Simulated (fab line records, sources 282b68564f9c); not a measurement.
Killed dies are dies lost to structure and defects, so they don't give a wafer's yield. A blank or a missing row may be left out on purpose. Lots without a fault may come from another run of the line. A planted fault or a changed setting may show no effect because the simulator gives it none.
Problem report in the 8D (eight disciplines) form, filled by code | flow rit_cmos | the parts of the form that need people (team, actions taken, sign-off) are left out

1. THE PROBLEM
oes_product_au at RIT_M1_METAL_ETCH_12 reads a mean of 0.658 a.u. on 6 wafers of 2 lots; wafers without a fault read 0.767 a.u. with a standard deviation of 0.0099. That is -11 standard deviations from the usual mean.
The step: etches Al in Cl2/BCl3, stops on SiO2, time 165 s, target depth 600 nm.
First seen on wafer L307.1, day 7 20:35, on rie_metal-01. The record holds 42 wafers of 14 lots with a number at this step. Rule for "out", or "out of limits": more than 4 standard deviations from the usual mean. The other wafers with a number count as sound.

2. WHAT IT IS AND WHAT IT IS NOT
question                    | is                     | is not
which readings at this step | oes_product_au         | drypump_motor_current_A, he_backside_leak_sccm, throttle_valve_pct
which lots                  | L307, L308             | L289, L291, L292, L293, L294, L296, L297, L299, L301, L302, L303, L305
which wafers of those lots  | all that have a number | -
read on which tools         | rie_metal-01           | rie_metal-03, rie_metal-04
when                        | from day 7 20:35       | up to then (36 sound wafers)

3. SUSPECTS, AND WHAT RULES EACH OUT
Counting: a tool at a process step up to the reading stays a suspect if it ran every lot that is out and no sound lot after the first of them.
- rie_metal-01 at RIT_M1_METAL_ETCH_12 (etches Al in Cl2/BCl3, stops on SiO2, time 165 s, target depth 600 nm): kept. It ran every lot that is out, first L307 (day 7 20:35), and no sound lot after that; its last sound lot up to then is L303 (day 7 06:34). Its own readings are out on those wafers: oes_product_au.
Left after counting: rie_metal-01 at RIT_M1_METAL_ETCH_12.

4. THE CAUSE (what the simulator had put in)
Process parameter drift: rie_metal-01, from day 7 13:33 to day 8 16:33, at RIT_M1_METAL_ETCH_12. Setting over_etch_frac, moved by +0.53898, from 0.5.
Counting left only this tool.

5. THE CHAIN OF EFFECTS, in route order
Each row: a reading whose mean over the struck wafers that have a number lies more than 3 standard deviations from the usual. Only readings for which the record gives a usual standard deviation are gone through. hours: the time from each lot's start at the first step in this table that gives one to its start at this step, as a median over the lots. sigmas: the change in usual standard deviations.
hours | step                 | reading        | usual      | on struck wafers | change | sigmas
0     | RIT_M1_METAL_ETCH_12 | oes_product_au | 0.767 a.u. | 0.658            | -0.109 | -11
The process steps in it:
- RIT_M1_METAL_ETCH_12: etches Al in Cl2/BCl3, stops on SiO2, time 165 s, target depth 600 nm.

6. WHAT WOULD HAVE CAUGHT IT SOONER
In this record the first reading out of limits was taken at day 7 20:35, 7 hours after the fault began at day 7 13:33.
